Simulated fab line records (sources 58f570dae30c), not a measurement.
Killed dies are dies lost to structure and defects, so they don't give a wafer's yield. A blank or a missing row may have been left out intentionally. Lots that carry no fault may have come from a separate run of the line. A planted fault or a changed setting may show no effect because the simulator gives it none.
A single fault, viewed from 2 desks ; flow berkeley cmos170 ; what lay behind the numbers comes last; until then each desk has only its own

## AT THE METROLOGY DESK
What the gauges read, lot by lot, whatever tool the lot ran on: means of the sampled wafers that have a number. Any lot whose mean is over 4 standard deviations away from the usual mean is out of limits and marked OUT; that distance is given in the brackets.
Columns: A = M3_AL_RS at UCB170_M3_RS_MEAS_02, usual 0.0323 ohm/sq; B = M3_AL_THK at UCB170_M3_THK_MEAS_03, usual 896 nm; C = M3_OVL at UCB170_M3_OVL_MEAS_16, usual 1 nm
lot;first seen here;A;B;C
L839;day 7 23:34;0.0323;897;0
L841;day 8 11:05;0.0331;874;-11
L840;day 8 16:47;0.0318;912;7
L843;day 8 23:13;0.0329;884;7
L842;day 8 23:24;0.0320;905;12
L845;day 9 19:04;0.0328;877;-4
L844;day 9 19:47;0.0319;907;2
L849;day 9 23:55;0.0358 (+8.0) OUT;820 (-6.9) OUT;1
L853;day 10 13:14;0.0330;876;-0
L856;day 10 21:52;0.0319;901;-2
L859;day 11 17:07;0.0322;900;4
L858;day 11 17:24;0.0317;901;7
L860;day 12 02:05;0.0325;896;-3
Finding of this desk: L849 out of limits, first seen on L849 at day 9 23:55 (M3_AL_RS at UCB170_M3_RS_MEAS_02). Within limits: L839, L841, L840, L843, L842, L845, L844, L853, L856, L859, L858, L860.

## THE TOOL OWNER'S DESK: pvd sputter-04
The tool's own readings at UCB170_M3_SPUTTER_01 (material Al, target thk 900 nm, time 120 s): means of the sampled wafers that have a number, for each lot that ran on this tool. Any lot whose mean is over 4 standard deviations away from the usual mean is out of limits and marked OUT; that distance is given in the brackets.
Columns: A = throttle valve pct at UCB170_M3_SPUTTER_01, usual 29.9 %
lot;first seen here;A
L839;day 7 23:29;29.7
L842;day 8 23:16;29.5
L849;day 9 23:47;29.7
Result from this desk: across the 3 lots, nothing is out of limits.

## BROUGHT TOGETHER
Metrology desk: alarm possible at day 9 23:55 on L849.
Nothing out of limits was seen by the tool owner's desk.
The tool owner's desk has L849 on record, within its limits.
The lots listed all ran UCB170_M3_SPUTTER_01 on pvd sputter-04.

## WHAT THE SIMULATOR HAD PUT IN
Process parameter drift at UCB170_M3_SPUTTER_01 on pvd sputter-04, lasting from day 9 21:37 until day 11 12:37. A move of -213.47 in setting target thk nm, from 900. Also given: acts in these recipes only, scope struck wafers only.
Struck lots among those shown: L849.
Delay in hours, fault start to first out-of-limits reading, per desk: metrology desk 2.
